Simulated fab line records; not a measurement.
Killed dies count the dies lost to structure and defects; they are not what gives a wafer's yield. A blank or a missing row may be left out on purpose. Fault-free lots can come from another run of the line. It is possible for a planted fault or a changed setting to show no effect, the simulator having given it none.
fab line records :: flow berkeleyCmos170
[record]
  lots = 5
  wafers = 23
route steps=331 shown M3@327
startH: hours from the record's first day to the start of the lot's first wafer shown :: waitH: how many hours have passed since the lot's step before this one :: " repeats the value in the row above :: L1.1+2: several wafers, shown together as one row :: - no value present, or no start provided :: * or withheld: withheld :: < > ~ a bound
route shown NAME@n: names a module that has steps shown in the file, with the first one's number in the route :: usual: mean/standard deviation taken from wafers without a fault :: same: alike in all rows :: chamber/n: place in a boat :: sites: each site's reading :: _std_site: the values' standard deviation :: _edge_site: mean of outer sites minus mean of inner sites :: radiusMm: how far each site lies from the wafer's centre :: mask NAME#n: copy n :: behind: the last tool/chamber to shape the wafer :: hold: the reason the lot was held/the length of the hold in hours/how it ended :: device: the n, p or np transistor that did not switch :: end of line: the tests these same wafers got at the end of their route :: step lacking rows: just its recipe :: killed: the dies lost at the first sort to structure and to defects; this is not the yield of the wafer :: map: the dies of a wafer, with x for killed, . for not killed, _ for no die there
set.NAME: the setting the step ran with; set.NAME@STEP: the setting that earlier step ran with :: model.NAME: the simulator's own value behind a step, which no gauge read
lots with deliberately changed settings; one table per step, one row per wafer
[[steps]]
[step UCB170_M3_METAL_ETCH_18]
[recipe]
  chemistry = Cl2/BCl3
  target = Al
  stopOn = SiO2
  pressureMtorr = 12
  targetDepthA = 11700
  overEtchFrac = 0.3
  timeS = 195
  icpW = 600
  biasW = 120
  Cl2_flow_sccm = 90
  bcl3FlowSccm = 45
[usual]
  oesProductAu = 0.858/0.012
lot.wafer: L076.1
tool: rieMetal-01
chamber: 1
startH: 172.58
waitH: -
set.biasW: 112.7
set.timeS@M3_SPUTTER_01: 115.3
set.pebTempC@M3_PEB_13: 130
oesProductAu: 0.830
model.M3.cdNm: 696.3

lot.wafer: L076.2
tool: rieMetal-01
chamber: 0
startH: 172.58
waitH: -
set.biasW: 120
set.timeS@M3_SPUTTER_01: 115.3
set.pebTempC@M3_PEB_13: 128.7
oesProductAu: 0.827
model.M3.cdNm: 713.1

lot.wafer: L076.3
tool: rieMetal-01
chamber: 1
startH: 172.58
waitH: -
set.biasW: 112.7
set.timeS@M3_SPUTTER_01: 115.3
set.pebTempC@M3_PEB_13: 128.7
oesProductAu: 0.847
model.M3.cdNm: 705.7

lot.wafer: L076.5
tool: rieMetal-01
chamber: 0
startH: 172.58
waitH: -
set.biasW: 112.7
set.timeS@M3_SPUTTER_01: 120
set.pebTempC@M3_PEB_13: 130
oesProductAu: 0.844
model.M3.cdNm: 705

lot.wafer: L076.6
tool: rieMetal-01
chamber: 1
startH: 172.58
waitH: -
set.biasW: 120
set.timeS@M3_SPUTTER_01: 120
set.pebTempC@M3_PEB_13: 128.7
oesProductAu: 0.866
model.M3.cdNm: 703.8

lot.wafer: L079.1
tool: rieMetal-01
chamber: 0
startH: 197.94
waitH: -
set.biasW: 120
set.timeS@M3_SPUTTER_01: 120
set.pebTempC@M3_PEB_13: 128.8
oesProductAu: 0.853
model.M3.cdNm: 716.8

lot.wafer: L079.2
tool: rieMetal-01
chamber: 1
startH: 197.94
waitH: -
set.biasW: 120
set.timeS@M3_SPUTTER_01: 120
set.pebTempC@M3_PEB_13: 130
oesProductAu: 0.858
model.M3.cdNm: 697.9

lot.wafer: L079.3
tool: rieMetal-01
chamber: 1
startH: 197.94
waitH: -
set.biasW: 120
set.timeS@M3_SPUTTER_01: 120
set.pebTempC@M3_PEB_13: 130
oesProductAu: 0.848
model.M3.cdNm: 696.2

lot.wafer: L079.4
tool: rieMetal-01
chamber: 0
startH: 197.94
waitH: -
set.biasW: 120
set.timeS@M3_SPUTTER_01: 120
set.pebTempC@M3_PEB_13: 130
oesProductAu: 0.835
model.M3.cdNm: 707.3

lot.wafer: L079.6
tool: rieMetal-01
chamber: 1
startH: 197.94
waitH: -
set.biasW: 120
set.timeS@M3_SPUTTER_01: 120
set.pebTempC@M3_PEB_13: 128.8
oesProductAu: 0.861
model.M3.cdNm: 704.3

lot.wafer: L080.1
tool: rieMetal-04
chamber: 0
startH: 198.16
waitH: -
set.biasW: 120
set.timeS@M3_SPUTTER_01: 120
set.pebTempC@M3_PEB_13: 130
oesProductAu: 0.863
model.M3.cdNm: 706

lot.wafer: L080.2
tool: rieMetal-04
chamber: 1
startH: 198.16
waitH: -
set.biasW: 120
set.timeS@M3_SPUTTER_01: 120
set.pebTempC@M3_PEB_13: 130
oesProductAu: 0.849
model.M3.cdNm: 704.8

lot.wafer: L080.4
tool: rieMetal-04
chamber: 1
startH: 198.16
waitH: -
set.biasW: 120
set.timeS@M3_SPUTTER_01: 120
set.pebTempC@M3_PEB_13: 131.2
oesProductAu: 0.845
model.M3.cdNm: 697.4

lot.wafer: L080.5
tool: rieMetal-04
chamber: 0
startH: 198.16
waitH: -
set.biasW: 120
set.timeS@M3_SPUTTER_01: 109.8
set.pebTempC@M3_PEB_13: 131.2
oesProductAu: 0.817
model.M3.cdNm: 696.5

lot.wafer: L080.6
tool: rieMetal-04
chamber: 1
startH: 198.16
waitH: -
set.biasW: 120
set.timeS@M3_SPUTTER_01: 109.8
set.pebTempC@M3_PEB_13: 131.2
oesProductAu: 0.807
model.M3.cdNm: 696.1

lot.wafer: L081.1
tool: rieMetal-01
chamber: 1
startH: 198.66
waitH: -
set.biasW: 120
set.timeS@M3_SPUTTER_01: 120
set.pebTempC@M3_PEB_13: 130
oesProductAu: 0.866
model.M3.cdNm: 700.3

lot.wafer: L081.4
tool: rieMetal-01
chamber: 0
startH: 198.66
waitH: -
set.biasW: 120
set.timeS@M3_SPUTTER_01: 120
set.pebTempC@M3_PEB_13: 130
oesProductAu: 0.851
model.M3.cdNm: 705.6

lot.wafer: L081.5
tool: rieMetal-01
chamber: 0
startH: 198.66
waitH: -
set.biasW: 120
set.timeS@M3_SPUTTER_01: 120
set.pebTempC@M3_PEB_13: 130
oesProductAu: 0.854
model.M3.cdNm: 707.3

lot.wafer: L082.1
tool: rieMetal-02
chamber: 1
startH: 205.92
waitH: -
set.biasW: 120
set.timeS@M3_SPUTTER_01: 106.2
set.pebTempC@M3_PEB_13: 130
oesProductAu: 0.828
model.M3.cdNm: 702.4

lot.wafer: L082.2
tool: rieMetal-02
chamber: 0
startH: 205.92
waitH: -
set.biasW: 120
set.timeS@M3_SPUTTER_01: 106.2
set.pebTempC@M3_PEB_13: 132.7
oesProductAu: 0.795
model.M3.cdNm: 680.7

lot.wafer: L082.3
tool: rieMetal-02
chamber: 0
startH: 205.92
waitH: -
set.biasW: 120
set.timeS@M3_SPUTTER_01: 120
set.pebTempC@M3_PEB_13: 132.7
oesProductAu: 0.874
model.M3.cdNm: 683.7

lot.wafer: L082.4
tool: rieMetal-02
chamber: 1
startH: 205.92
waitH: -
set.biasW: 120
set.timeS@M3_SPUTTER_01: 120
set.pebTempC@M3_PEB_13: 130
oesProductAu: 0.865
model.M3.cdNm: 703.1

lot.wafer: L082.6
tool: rieMetal-02
chamber: 1
startH: 205.92
waitH: -
set.biasW: 120
set.timeS@M3_SPUTTER_01: 120
set.pebTempC@M3_PEB_13: 130
oesProductAu: 0.875
model.M3.cdNm: 707.1
[step UCB170_M3_STRIP_19]
[recipe]
  chemistry = O2
  powerW = 400
  pressureMtorr = 3500
  platenTempC = withheld
  o2FlowSccm = 400
  overashFraction = 0.5
[step UCB170_M3_CD_MEAS_90]
[recipe]
  targetCdNm = 700
[usual]
  cdNm = 700/4.7
lot.wafer: L076.1
tool: cdSem-02
chamber: -
startH: 172.87
waitH: 0.1
set.pebTempC@M3_PEB_13: 130
cdNm: 696

lot.wafer: L076.2
tool: cdSem-02
chamber: -
startH: 172.87
waitH: 0.1
set.pebTempC@M3_PEB_13: 128.7
cdNm: 713

lot.wafer: L076.3
tool: cdSem-02
chamber: -
startH: 172.87
waitH: 0.1
set.pebTempC@M3_PEB_13: 128.7
cdNm: 706

lot.wafer: L076.5
tool: cdSem-02
chamber: -
startH: 172.87
waitH: 0.1
set.pebTempC@M3_PEB_13: 130
cdNm: 705

lot.wafer: L076.6
tool: cdSem-02
chamber: -
startH: 172.87
waitH: 0.1
set.pebTempC@M3_PEB_13: 128.7
cdNm: 703

lot.wafer: L079.1
tool: cdSem-01
chamber: -
startH: 198.32
waitH: 0.2
set.pebTempC@M3_PEB_13: 128.8
cdNm: 716

lot.wafer: L079.2
tool: cdSem-01
chamber: -
startH: 198.32
waitH: 0.2
set.pebTempC@M3_PEB_13: 130
cdNm: 698

lot.wafer: L079.3
tool: cdSem-01
chamber: -
startH: 198.32
waitH: 0.2
set.pebTempC@M3_PEB_13: 130
cdNm: 696

lot.wafer: L079.4
tool: cdSem-01
chamber: -
startH: 198.32
waitH: 0.2
set.pebTempC@M3_PEB_13: 130
cdNm: 707

lot.wafer: L079.6
tool: cdSem-01
chamber: -
startH: 198.32
waitH: 0.2
set.pebTempC@M3_PEB_13: 128.8
cdNm: 704

lot.wafer: L080.1
tool: cdSem-01
chamber: -
startH: 198.56
waitH: 0.2
set.pebTempC@M3_PEB_13: 130
cdNm: 706

lot.wafer: L080.2
tool: cdSem-01
chamber: -
startH: 198.56
waitH: 0.2
set.pebTempC@M3_PEB_13: 130
cdNm: 705

lot.wafer: L080.4
tool: cdSem-01
chamber: -
startH: 198.56
waitH: 0.2
set.pebTempC@M3_PEB_13: 131.2
cdNm: 697

lot.wafer: L080.5
tool: cdSem-01
chamber: -
startH: 198.56
waitH: 0.2
set.pebTempC@M3_PEB_13: 131.2
cdNm: 697

lot.wafer: L080.6
tool: cdSem-01
chamber: -
startH: 198.56
waitH: 0.2
set.pebTempC@M3_PEB_13: 131.2
cdNm: 696

lot.wafer: L081.1
tool: cdSem-01
chamber: -
startH: 198.95
waitH: 0.1
set.pebTempC@M3_PEB_13: 130
cdNm: 700

lot.wafer: L081.4
tool: cdSem-01
chamber: -
startH: 198.95
waitH: 0.1
set.pebTempC@M3_PEB_13: 130
cdNm: 706

lot.wafer: L081.5
tool: cdSem-01
chamber: -
startH: 198.95
waitH: 0.1
set.pebTempC@M3_PEB_13: 130
cdNm: 707

lot.wafer: L082.1
tool: cdSem-02
chamber: -
startH: 206.21
waitH: 0.1
set.pebTempC@M3_PEB_13: 130
cdNm: 703

lot.wafer: L082.2
tool: cdSem-02
chamber: -
startH: 206.21
waitH: 0.1
set.pebTempC@M3_PEB_13: 132.7
cdNm: 681

lot.wafer: L082.3
tool: cdSem-02
chamber: -
startH: 206.21
waitH: 0.1
set.pebTempC@M3_PEB_13: 132.7
cdNm: 684

lot.wafer: L082.4
tool: cdSem-02
chamber: -
startH: 206.21
waitH: 0.1
set.pebTempC@M3_PEB_13: 130
cdNm: 703

lot.wafer: L082.6
tool: cdSem-02
chamber: -
startH: 206.21
waitH: 0.1
set.pebTempC@M3_PEB_13: 130
cdNm: 707
[[key]]
[split]
  step = UCB170_M3_METAL_ETCH_18
  setting = biasW
  stated = 120
  by = wafer
response none clear
split outsideThisFile step=UCB170_M3_SPUTTER_01 setting=timeS
split outsideThisFile step=UCB170_M3_PEB_13 setting=pebTempC
// split outsideThisFile: this setting was split too, and the file shows its column; the key of that split is in another file
